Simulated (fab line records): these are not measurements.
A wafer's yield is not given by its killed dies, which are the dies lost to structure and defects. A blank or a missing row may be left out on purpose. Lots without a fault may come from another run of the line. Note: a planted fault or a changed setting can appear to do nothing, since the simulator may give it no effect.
Which of the tools did it? -- flow berkeleyCmos170 -- Sampling: 14 lots, 42 wafers, 6 of 331 route steps

## WHAT THE GAUGES READ, wafer by wafer
UCB170_PLDD_TW_MEAS_11. Usual: PLDD_TW typically reads 1017, with standard deviation 8.3.
lot,measured,on,PLDD_TW,flag
L234,day 7 07:35,filmMetro-01,1032 1025 1031,
L235,day 7 08:04,filmMetro-04,1014 1010 1013,
L238,day 7 13:35,filmMetro-04,1017 1011 1017,
L236,day 7 13:58,filmMetro-03,1016 1017 1019,
L237,day 7 15:08,filmMetro-01,1033 1028 1028,
L239,day 9 00:46,filmMetro-01,1035 1020 1025,
L241,day 9 01:02,filmMetro-03,1013 1015 1014,
L243,day 9 01:47,filmMetro-03,1015 1016 1018,
L244,day 10 02:05,filmMetro-01,1029 1029 1023,
L250,day 10 21:01,filmMetro-04,1003 1002 1003,
L253,day 11 10:34,filmMetro-03,1015 1014 1017,
L255,day 12 07:01,filmMetro-03,1015 1012 1016,
L256,day 12 07:09,filmMetro-01,1023 1022 1030,
L257,day 12 07:34,filmMetro-03,1013 1019 1019,

UCB170_SDANNEAL_RS_MEAS_02: a four-point-probe measurement. Usual: PSD_RS typically reads 75.6 ohm/sq, with standard deviation 0.33.
lot,measured,on,PSD_RS (ohm/sq),flag
L234,day 7 20:56,filmMetro-01,76.0 75.6 75.5,
L235,day 7 20:18,filmMetro-01,75.8 75.8 75.8,
L238,day 8 05:34,filmMetro-03,75.3 75.3 75.8,
L236,day 8 06:07,filmMetro-03,75.0 75.4 75.2,
L237,day 8 06:17,filmMetro-01,75.6 75.4 75.4,
L239,day 9 14:44,filmMetro-04,96.6 96.8 96.9,OFF
L241,day 9 15:10,filmMetro-03,96.5 96.5 96.6,OFF
L243,day 9 14:56,filmMetro-01,75.7 75.4 75.5,
L244,day 10 14:27,filmMetro-04,75.8 76.0 76.1,
L250,day 11 13:21,filmMetro-01,76.0 75.8 76.0,
L253,day 12 02:22,filmMetro-01,76.0 76.0 75.7,
L255,day 12 19:34,filmMetro-01,76.3 75.9 76.0,
L256,day 12 20:00,filmMetro-03,75.2 75.4 75.5,
L257,day 12 20:22,filmMetro-01,75.8 76.2 76.2,

UCB170_SDANNEAL_RS_MEAS_03: a four-point-probe measurement. Usual: NSD_RS typically reads 37.28 ohm/sq, with standard deviation 0.081.
lot,measured,on,NSD_RS (ohm/sq),flag
L234,day 7 21:04,filmMetro-01,37.23 37.25 37.23,
L235,day 7 20:25,filmMetro-01,37.43 37.36 37.49,
L238,day 8 05:41,filmMetro-03,37.28 37.26 37.35,
L236,day 8 06:14,filmMetro-03,37.15 37.11 37.19,
L237,day 8 06:25,filmMetro-01,37.40 37.37 37.43,
L239,day 9 14:51,filmMetro-04,39.78 39.80 39.82,OFF
L241,day 9 15:17,filmMetro-03,39.92 39.82 39.75,OFF
L243,day 9 15:03,filmMetro-01,37.31 37.23 37.38,
L244,day 10 14:34,filmMetro-04,37.13 37.19 37.21,
L250,day 11 13:28,filmMetro-01,37.31 37.35 37.32,
L253,day 12 02:29,filmMetro-01,37.17 37.26 37.25,
L255,day 12 19:41,filmMetro-01,37.25 37.24 37.32,
L256,day 12 20:07,filmMetro-03,37.20 37.23 37.28,
L257,day 12 20:29,filmMetro-01,37.33 37.24 37.30,

UCB170_SDANNEAL_RS_MEAS_04: a four-point-probe measurement. Usual: PLDD_RS typically reads 1032.1 ohm/sq, with standard deviation 2.7.
lot,measured,on,PLDD_RS (ohm/sq),flag
L234,day 7 21:11,filmMetro-01,1029.7 1030.9 1032.5,
L235,day 7 20:32,filmMetro-01,1032.1 1033.3 1030.2,
L238,day 8 05:48,filmMetro-03,1029.0 1030.5 1028.9,
L236,day 8 06:21,filmMetro-03,1027.6 1023.7 1027.9,
L237,day 8 06:32,filmMetro-01,1035.2 1033.4 1033.5,
L239,day 9 14:58,filmMetro-04,1047.3 1047.1 1048.7,OFF
L241,day 9 15:25,filmMetro-03,1052.5 1051.0 1050.4,OFF
L243,day 9 15:10,filmMetro-01,1030.5 1028.4 1031.9,
L244,day 10 14:41,filmMetro-04,1031.3 1032.7 1030.0,
L250,day 11 13:35,filmMetro-01,1034.2 1038.3 1038.6,
L253,day 12 02:36,filmMetro-01,1037.7 1032.3 1038.6,
L255,day 12 19:49,filmMetro-01,1031.0 1030.1 1034.3,
L256,day 12 20:14,filmMetro-03,1032.5 1030.6 1032.2,
L257,day 12 20:37,filmMetro-01,1033.2 1031.8 1032.1,

## WHICH TOOL RAN EACH LOT (tool, then ch and the chambers of the sampled wafers, then the start)
lot,UCB170_PLDD_STRIP_10,UCB170_SDANNEAL_RTA_01
L234,"plasmaAsher-04 ch 0,1, day 7 07:29","rtpAnneal-02 ch 0, day 7 20:53"
L235,"plasmaAsher-02 ch 0,1, day 7 07:58","rtpAnneal-01 ch 0, day 7 20:11"
L238,"plasmaAsher-04 ch 0,1, day 7 13:28","rtpAnneal-02 ch 0, day 8 05:29"
L236,"plasmaAsher-02 ch 0,1, day 7 13:45","rtpAnneal-02 ch 0, day 8 06:02"
L237,"plasmaAsher-01 ch 0, day 7 15:01","rtpAnneal-01 ch 0, day 8 06:13"
L239,"plasmaAsher-02 ch 0, day 9 00:40","rtpAnneal-02 ch 0, day 9 14:40"
L241,"plasmaAsher-01 ch 0,1, day 9 00:56","rtpAnneal-02 ch 0, day 9 15:07"
L243,"plasmaAsher-01 ch 0,1, day 9 01:41","rtpAnneal-01 ch 0, day 9 14:52"
L244,"plasmaAsher-01 ch 0,1, day 10 01:59","rtpAnneal-01 ch 0, day 10 14:23"
L250,"plasmaAsher-01 ch 0,1, day 10 20:55","rtpAnneal-01 ch 0, day 11 13:18"
L253,"plasmaAsher-04 ch 0,1, day 11 10:28","rtpAnneal-01 ch 0, day 12 02:18"
L255,"plasmaAsher-01 ch 0,1, day 12 06:55","rtpAnneal-02 ch 0, day 12 19:30"
L256,"plasmaAsher-02 ch 0,1, day 12 07:03","rtpAnneal-01 ch 0, day 12 19:56"
L257,"plasmaAsher-02 ch 0,1, day 12 07:28","rtpAnneal-02 ch 0, day 12 20:18"
- UCB170_PLDD_STRIP_10: strips in O2.
- UCB170_SDANNEAL_RTA_01: time 5 s.

## AS READ BY THE TOOLS THEMSELVES (means over the sampled wafers that have a number; for cases with no such wafer, the mark the record gives instead)
UCB170_PLDD_STRIP_10. Usual: drypumpMotorCurrentA 5.5 A, standard deviation 0.44; oesProductAu 0.734 a.u., standard deviation 0.0046; stripTimeToEndpointS 21.65 s, standard deviation 0.074.
lot,tool,drypumpMotorCurrentA (A),oesProductAu (a.u.),stripTimeToEndpointS (s),flag
L234,plasmaAsher-04,5.4,0.734,21.57,
L235,plasmaAsher-02,5.3,0.738,21.69,
L238,plasmaAsher-04,5.4,0.735,21.79,
L236,plasmaAsher-02,5.3,0.732,21.53,
L237,plasmaAsher-01,6.2,0.733,21.61,
L239,plasmaAsher-02,5.5,0.734,21.68,
L241,plasmaAsher-01,5.8,0.732,21.58,
L243,plasmaAsher-01,5.8,0.735,21.58,
L244,plasmaAsher-01,6.0,0.735,21.70,
L250,plasmaAsher-01,5.8,0.735,21.68,
L253,plasmaAsher-04,5.7,0.735,21.73,
L255,plasmaAsher-01,5.8,0.737,21.61,
L256,plasmaAsher-02,5.3,0.735,21.73,
L257,plasmaAsher-02,5.3,0.733,21.74,

UCB170_SDANNEAL_RTA_01. Usual: lampPowerPct 39.6 %, standard deviation 1.2; wafer_temp_C_max 1053.8, standard deviation 0.88.
lot,tool,lampPowerPct (%),wafer_temp_C_max,flag
L234,rtpAnneal-02,38.4,1054.3,
L235,rtpAnneal-01,40.8,1053.5,
L238,rtpAnneal-02,38.3,1054.1,
L236,rtpAnneal-02,38.3,1054.8,
L237,rtpAnneal-01,40.8,1053.4,
L239,rtpAnneal-02,34.7,1014.9,OFF
L241,rtpAnneal-02,34.7,1013.8,OFF
L243,rtpAnneal-01,40.8,1052.9,
L244,rtpAnneal-01,40.7,1053.0,
L250,rtpAnneal-01,40.7,1053.2,
L253,rtpAnneal-01,40.8,1053.1,
L255,rtpAnneal-02,38.4,1054.8,
L256,rtpAnneal-01,40.8,1053.6,
L257,rtpAnneal-02,38.3,1053.8,

## THE ANSWER, worked out from the rows above alone
Rule: take the mean of a lot's wafers that have a number; if it is more than 3 standard deviations from the usual mean, the lot is off. A lot without any number at a reading at which 4 lots or more have one is off too. Where the step has rows for the other lots, those lots are counted as sound. First the gauges in route order, then the tools' own readings, where a lot's mean is used as printed above. The first step at which some lot is off is used, and at that step the reading that is off furthest; a lot without a number counts as furthest.
Off: L239, L241, seen at UCB170_SDANNEAL_RS_MEAS_02 (PSD_RS).
If a tool, at a process step before that reading, ran all the lots that are off and no sound lot after the first of them, it fits. The gauges at UCB170_SDANNEAL_RS_MEAS_02 aren't tried: what is off there is off at UCB170_SDANNEAL_RTA_01 too, on other tools, and a gauge's error can't cause that. No candidate that was tried fits.

## WHAT THE SIMULATOR HAD INSERTED
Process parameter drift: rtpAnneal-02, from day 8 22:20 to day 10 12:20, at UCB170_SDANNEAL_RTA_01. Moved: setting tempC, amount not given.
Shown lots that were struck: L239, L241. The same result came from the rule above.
